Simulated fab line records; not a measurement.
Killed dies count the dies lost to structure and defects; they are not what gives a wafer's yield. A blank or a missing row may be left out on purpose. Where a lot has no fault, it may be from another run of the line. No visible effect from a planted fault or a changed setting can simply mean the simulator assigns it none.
A struck lot beside a sound one | flow rit_cmos | 14 out of 202 route steps
Sound: these wafers, L412.1, L412.5, L412.6. The struck wafers were L419.1, L419.2, L419.5. The cause is named last.
Each step with rows lists, per side, the tool, then ch with its chambers, then its first start. Under that, the readings that differ: sound wafers | struck wafers | difference of the means | sigmas: that difference in standard deviations of wafers without a fault.
alike: readings with means less than 2 such deviations apart, plus words and numbers identical on both sides. not compared: withheld readings, readings lacking a value on some wafer, bounds such as >300 that could conceal the same value, and numbers that have no deviation in the record and whose values overlap.
Wherever a step has rows on one side only, a row that says differs or no value, or a row with sigmas, the two part there. Numbers that don't overlap but have no deviation are shown without sigmas and don't part them. A reading missing from all wafers of one side parts the sides only when that side holds two or more wafers.

RIT_PWELL_OVL_MEAS_06:
  sound: overlay-02 at day 2 15:32; struck: overlay-01 at day 4 01:37
  alike: PWELL_OVL
then, 2 steps without rows for these wafers: RIT_PWELL_HARDBAKE_07 (time 120 s); RIT_PWELL_IMPLANT_08.
RIT_PWELL_STRIP_09: strips in O2, time 180 s.
  sound on plasma_asher-04 ch 0,1, day 2 15:58; struck on plasma_asher-04 ch 0,1, day 4 02:03
  alike: drypump_motor_current_A, rf_refl_power_W
  not compared: rf_hours_counter_h
RIT_PWELL_TW_MEAS_10:
  sound: film_metro-01 at day 2 16:09; struck: film_metro-03 at day 4 02:13
  alike: PWELL_TW
then, 1 step without rows for these wafers: RIT_WELLDRIVE_ANNEAL_00 (time 14700 s).
RIT_WELLDRIVE_RS_MEAS_01: a four-point-probe measurement.
  sound: film_metro-01 at day 2 21:17; struck: film_metro-03 at day 4 07:22
  alike: NWELL_RS
RIT_WELLDRIVE_RS_MEAS_02: a four-point-probe measurement.
  sound: film_metro-01 at day 2 21:25; struck: film_metro-03 at day 4 07:29
  alike: PWELL_RS
then, 4 steps without rows for these wafers: RIT_NRETRO_HMDS_00 (prime time 60 s); RIT_NRETRO_COAT_01 (resist thk 1300 nm); RIT_NRETRO_SOFTBAKE_02 (time 60 s); RIT_NRETRO_EXPOSE_03 (exposes mask M4, target cd 43900 nm).
RIT_NRETRO_PEB_04:
  sound on litho_track-04 ch 0, day 2 22:13; struck on litho_track-02, day 4 08:10
  reading         | sound          | struck | difference                    | sigmas
  exhaust_pa (Pa) | 45.0 46.0 45.7 | - - -  | no value on the struck wafers |
  not compared: chill_plate_temp_C
then, 1 step without rows for these wafers: RIT_NRETRO_DEVELOP_05 (develop time 68 s).

## WHERE THEY PART
At RIT_NRETRO_PEB_04 and nowhere else, as far as this record goes.

WHY: the cause the simulator had injected
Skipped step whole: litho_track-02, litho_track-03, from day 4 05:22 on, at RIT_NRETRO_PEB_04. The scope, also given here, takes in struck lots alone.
